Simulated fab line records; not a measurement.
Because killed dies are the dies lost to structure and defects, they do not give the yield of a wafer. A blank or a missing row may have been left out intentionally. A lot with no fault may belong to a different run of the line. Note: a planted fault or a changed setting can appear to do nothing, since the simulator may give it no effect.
fab line records    flow berkeley_cmos170
[record] lots = 6  wafers = 18  last_day = 11
route steps=331 shown NVT@107 PVT@115
lots that met no fault: taken from a fault-free run of the same line
start_h: the number of hours between the record's first day and the start of the first shown wafer of the lot    wait_h: time in hours since the lot's previous step    " as in the row above    L1.1+2: a single row standing in for several wafers    - no value, or no start was given    * or withheld: withheld    < > ~ a bound
route shown NAME@n: names a module that has steps shown in the file, with the first one's number in the route    usual: average and standard deviation across the fault-free wafers    same: alike in all rows    chamber/n: place in a boat    sites: readings site by site    _std_site: the standard deviation of these    _edge_site: the outer-site mean with the inner-site mean subtracted    radius_mm: for every site, how far away it sits from the centre of the wafer    mask NAME#n: copy n    behind: the tool/chamber that last shaped the wafer    hold: why the lot went on hold/how many hours it stayed there/how the hold came to an end    device: which transistor (n, p or np) failed to switch    end of line: tests run on the same wafers once the route is complete    step lacking rows: just its recipe    killed: at the first sort, the dies lost to defects and structure; wafer yield is something else    map: the dies of a wafer, with x for killed, . for not killed, _ for no die there
set.NAME: setting as actually run; set.NAME@STEP: the setting as run at that earlier step    model.NAME: the simulator's own value behind a step, which no gauge read
lots at selected steps of the route; one table per step, one row per wafer
services: the hour from which a tool's chamber was out of use, counted from the record's first day as start_h (under 0 if before that day), plus the number of hours and why
[[steps]]
[step UCB170_NVT_EXPOSE_03]
[recipe] mask_id = PWELL  target_cd_nm = 3000  na = 0.5  sigma_outer = 0.6  source_shape = conventional  dose_mj = 30
[step UCB170_NVT_PEB_04]
[recipe] peb_temp_c = 130  peb_time_s = withheld  resist = KrF
[step UCB170_NVT_DEVELOP_05]
[recipe] developer = TMAH  develop_time_s = 45  resist = KrF  dev_temp_c = 21
[step UCB170_NVT_OVL_MEAS_06]
[usual] NVT_OVL = -1/5.2
lot.wafer  tool        chamber  start_h  wait_h  NVT_OVL[nm]
L870.2     overlay-02  -        107.48   -       -4
L870.3     "           -        "        "       -10
L870.4     "           -        "        "       -4
L872.1     overlay-02  -        127.25   -       0
L872.3     "           -        "        "       2
L872.4     "           -        "        "       0
L884.1     overlay-02  -        186.35   -       -5
L884.2     "           -        "        "       -7
L884.3     "           -        "        "       -4
L885.2     overlay-02  -        192.00   -       -6
L885.3     "           -        "        "       2
L885.6     "           -        "        "       -12
L887.2     overlay-01  -        192.00   -       -4
L887.4     "           -        "        "       0
L887.5     "           -        "        "       1
L889.1     overlay-02  -        213.63   -       5
L889.2     "           -        "        "       6
L889.5     "           -        "        "       -3
[step UCB170_NVT_IMPLANT_07]
[recipe] species = BF2  dose_cm2 = 3e+12  energy_kev = 50  tilt_deg = 7
[step UCB170_NVT_STRIP_08]
[recipe] chemistry = O2  power_w = 400  pressure_mtorr = 3500  platen_temp_c = withheld  o2_flow_sccm = 400  overash_fraction = 0.5
[usual] drypump_motor_current_A = 5.6/0.3  o2_flow_sccm = 399.6/1.2  oes_product_au = 0.735/0.0045  strip_time_to_endpoint_s = 21.63/0.055
lot.wafer  tool             chamber  start_h  wait_h  drypump_motor_current_A  o2_flow_sccm  oes_product_au  rf_hours_counter_h  strip_time_to_endpoint_s
L870.2     plasma_asher-03  0        107.66   0.1     5.5                      397.8         0.730           40                  21.68
L870.3     "                0        "        "       5.5                      399.1         0.735           -                   21.66
L870.4     "                1        "        "       5.4                      398.6         0.732           -                   21.64
L872.1     plasma_asher-02  0        127.44   0.1     5.7                      399.1         0.737           45                  21.67
L872.3     "                0        "        "       5.6                      399.0         0.728           -                   21.61
L872.4     "                1        "        "       5.8                      401.3         0.737           -                   21.62
L884.1     plasma_asher-02  0        186.53   0.1     5.6                      398.1         0.741           53                  21.59
L884.2     "                1        "        "       5.8                      399.5         0.733           53                  21.56
L884.3     "                0        "        "       5.6                      398.7         0.740           -                   21.56
L885.2     plasma_asher-03  1        192.18   0.1     5.4                      400.7         0.741           51                  21.60
L885.3     "                0        "        "       5.5                      400.1         0.733           -                   21.58
L885.6     "                1        "        "       5.4                      399.3         0.741           -                   21.61
L887.2     plasma_asher-02  0        192.18   0.1     5.6                      400.0         0.741           53                  21.71
L887.4     "                1        "        "       5.8                      399.1         0.723           -                   21.62
L887.5     "                1        "        "       5.8                      399.3         0.736           -                   21.68
L889.1     plasma_asher-01  0        213.81   0.1     5.3                      400.4         0.734           36                  21.59
L889.2     "                1        "        "       6.5                      401.1         0.739           36                  21.56
L889.5     "                0        "        "       5.3                      398.5         0.733           -                   21.67
[step UCB170_NVT_TW_MEAS_09]
[usual] NVT_TW = 525/4.1
lot.wafer  tool           chamber  start_h  wait_h  NVT_TW
L870.2     film_metro-03  -        107.77   0.1     524
L870.3     "              -        "        "       526
L870.4     "              -        "        "       526
L872.1     film_metro-04  -        127.54   0.1     519
L872.3     "              -        "        "       521
L872.4     "              -        "        "       517
L884.1     film_metro-01  -        186.63   0.1     529
L884.2     "              -        "        "       531
L884.3     "              -        "        "       524
L887.2     film_metro-04  -        192.29   0.1     520
L887.4     "              -        "        "       520
L887.5     "              -        "        "       519
L885.2     film_metro-01  -        192.32   0.1     529
L885.3     "              -        "        "       526
L885.6     "              -        "        "       529
L889.1     film_metro-03  -        213.91   0.1     528
L889.2     "              -        "        "       532
L889.5     "              -        "        "       529
[step UCB170_NVT_CLEAN_10]
[recipe] chemistry = SPM  temp_c = 120  time_s = 600
[step UCB170_PVT_HMDS_00]
[recipe] prime_time_s = 60  prime_temp_c = 100
[step UCB170_PVT_COAT_01]
[recipe] resist = KrF  spin_rpm = 1500  resist_thk_nm = 900
[step UCB170_PVT_SOFTBAKE_02]
[recipe] resist = KrF  temp_c = 130  time_s = 60
[step UCB170_PVT_EXPOSE_03]
[recipe] mask_id = NWELL  target_cd_nm = 3000  na = 0.5  sigma_outer = 0.6  source_shape = conventional  dose_mj = 30
[step UCB170_PVT_PEB_04]
[recipe] peb_temp_c = 130  peb_time_s = withheld  resist = KrF
[usual] chill_plate_temp_C = 23.00/0.12  exhaust_pa = 44.8/0.84
lot.wafer  tool            chamber  start_h  wait_h  chill_plate_temp_C  exhaust_pa
L870.2     litho_track-02  0        110.87   0.5     23.19               43.9
L870.3     "               0        "        "       23.02               44.0
L870.4     "               0        "        "       23.06               44.6
L872.1     litho_track-04  0        129.05   0.4     22.96               43.4
L872.3     "               0        "        "       22.98               43.6
L872.4     "               0        "        "       23.09               43.9
L884.1     litho_track-04  -        188.10   0.1     -                   -
L884.2     "               -        "        "       -                   -
L884.3     "               -        "        "       -                   -
L887.2     litho_track-02  0        194.19   0.8     22.92               46.5
L887.4     "               0        "        "       22.98               45.4
L887.5     "               0        "        "       23.00               44.1
L885.2     litho_track-03  -        194.20   0.5     -                   -
L885.3     "               -        "        "       -                   -
L885.6     "               -        "        "       -                   -
L889.1     litho_track-02  0        216.01   0.3     23.00               44.7
L889.2     "               0        "        "       22.86               44.2
L889.5     "               0        "        "       23.11               43.7
[step UCB170_PVT_DEVELOP_05]
[recipe] developer = TMAH  develop_time_s = 45  resist = KrF  dev_temp_c = 21
[[services]]
tool             chamber  start_h  hours  kind
plasma_asher-01  -        136.96   20.3   repair
plasma_asher-01  -        158.26   15.6   pm
[[key]]
[first_sign] step = UCB170_PVT_PEB_04  reading = tool_record  direction = missing
effect none on later readings
met_at UCB170_PVT_PEB_04
struck_wafers L884.1,L884.2,L884.3,L885.2,L885.3,L885.6
sort_left_out L884.1,L884.2,L884.3,L885.2,L885.3,L885.6
tester_left_out L884,L885
onset_between 129.05 188.10
[fault] kind = skipped_step_whole  tool = litho_track-03,litho_track-04  chamber = -  onset_h = 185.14  steps = UCB170_PVT_PEB_04  scope = struck_lots_only
// tester_left_out: of these lots the tester's yield and bins aren't shown, on N5 and GAA mostly nor the transistor test; their killed dies are dies lost to structure and defects alone, not to doping, threshold or leakage, so they don't give the yield
// sort_left_out: the simulated sort isn't trusted on such a fault, so these wafers' sort isn't shown, and their yield isn't known
